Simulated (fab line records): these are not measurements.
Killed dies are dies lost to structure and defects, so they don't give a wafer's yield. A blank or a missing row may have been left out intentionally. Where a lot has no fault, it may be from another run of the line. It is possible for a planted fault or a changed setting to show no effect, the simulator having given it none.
Comparing a struck lot with a sound one    flow rit-cmos    15 steps out of a route of 202
Sound: wafers L684.1, L684.5, L684.6. The struck wafers were L701.2, L701.3, L701.4. The cause is given at the end.
Order at every step that has rows: each side's tool, ch and its chambers, its first start. Under that, the readings that differ: sound wafers    struck wafers    difference of the means    sigmas: that difference in standard deviations of wafers without a fault.
alike: readings whose means differ by less than 2 such deviations, and words and numbers that are the same on both sides. not compared: withheld readings, readings that some wafer has no value for, bounds like >300 that may hide the same value, and numbers for which the record gives no deviation and whose values overlap.
Wherever a step has rows on one side only, a row that says differs or no value, or a row with sigmas, the two part there. Numbers that have no deviation but don't overlap get no sigmas and don't part them. A reading missing from all wafers of one side parts the sides only when that side holds two or more wafers.

RIT_GATE_THK_MEAS_07:
  sound on film-metro-03, day 3 18:08; struck on film-metro-03, day 7 10:52
reading              sound           struck          difference  sigmas
GATE_OXIDE_THK (nm)  3.00 2.97 2.93  3.13 3.17 3.26  +0.22       +4
then, 1 step without rows for these wafers: RIT_GATE_CVD_08 (deposits poly-Si from SiH4, target thk 250 nm, time 2220 s).
RIT_GATE_THK_MEAS_09:
  sound on film-metro-01, day 3 19:49; struck on film-metro-04, day 7 12:33
  alike: GATE_POLY_THK
then, 6 steps without rows for these wafers: RIT_GATE_HMDS_10 (prime time 60 s); RIT_GATE_COAT_11 (resist thk 850 nm); RIT_GATE_SOFTBAKE_12 (time 60 s); RIT_GATE_EXPOSE_13 (exposes mask M6, target cd 150 nm); RIT_GATE_PEB_14; RIT_GATE_DEVELOP_15 (develop time 50 s).
RIT_GATE_CD_MEAS_16: target cd 150 nm.
  sound on cd-sem-01, day 3 20:43; struck on cd-sem-01, day 7 13:28
  alike: cd-nm
RIT_GATE_OVL_MEAS_17:
  sound on overlay-01, day 3 20:50; struck on overlay-01, day 7 13:35
  alike: GATE_OVL
then, 1 step without rows for these wafers: RIT_GATE_HARDBAKE_18 (time 60 s).
RIT_GATE_ETCH_19: etches poly-Si in SF6/CHF3/O2, stops on SiO2, time 165 s, target depth 312.5 nm.
  sound on rie-si-02 ch 2,3, day 3 21:16; struck on rie-si-01 ch 0,1,3, day 7 13:50
reading                                    sound              struck             difference  sigmas
oes-product-au (a.u.)                      0.879 0.853 0.871  0.969 0.951 0.974  +0.097      +7
over-etch-frac                             0.25 0.25 0.25     0.05 0.05 0.05     -0.20       
model.NOVOLAK_of_GATE_COAT_11.thk-nm (nm)  674.8 673.5 673.2  680 684.8 686.2    +10         
  alike: CHF3_flow_sccm, O2_flow_sccm, SF6_flow_sccm, drypump-motor-current-A, he-backside-leak-sccm, rf-fwd-power-W, throttle-valve-pct
  not compared: rf-hours-counter-h
RIT_GATE_STRIP_20: strips in O2, time 180 s.
  sound on plasma-asher-04 ch 0,1, day 3 21:22; struck on plasma-asher-01 ch 0,1, day 7 13:57
  alike: drypump-motor-current-A
  not compared: rf-hours-counter-h
RIT_M1_PROBE_99:
  sound on prober-01, day 4 20:06; struck on prober-02, day 8 10:57
  not compared: model.etest.poly-comb-over-steps.leak-log10-a-um, model.etest.poly-comb-over-steps.over-limit, model.etest.antenna-poly.vt-shift-v

## WHERE THEY PART
Earliest at RIT_GATE_THK_MEAS_07; latest, in this record, at RIT_GATE_ETCH_19. Later steps at which nothing parts them and some readings are alike: RIT_GATE_STRIP_20.

WHY: the cause the simulator had injected
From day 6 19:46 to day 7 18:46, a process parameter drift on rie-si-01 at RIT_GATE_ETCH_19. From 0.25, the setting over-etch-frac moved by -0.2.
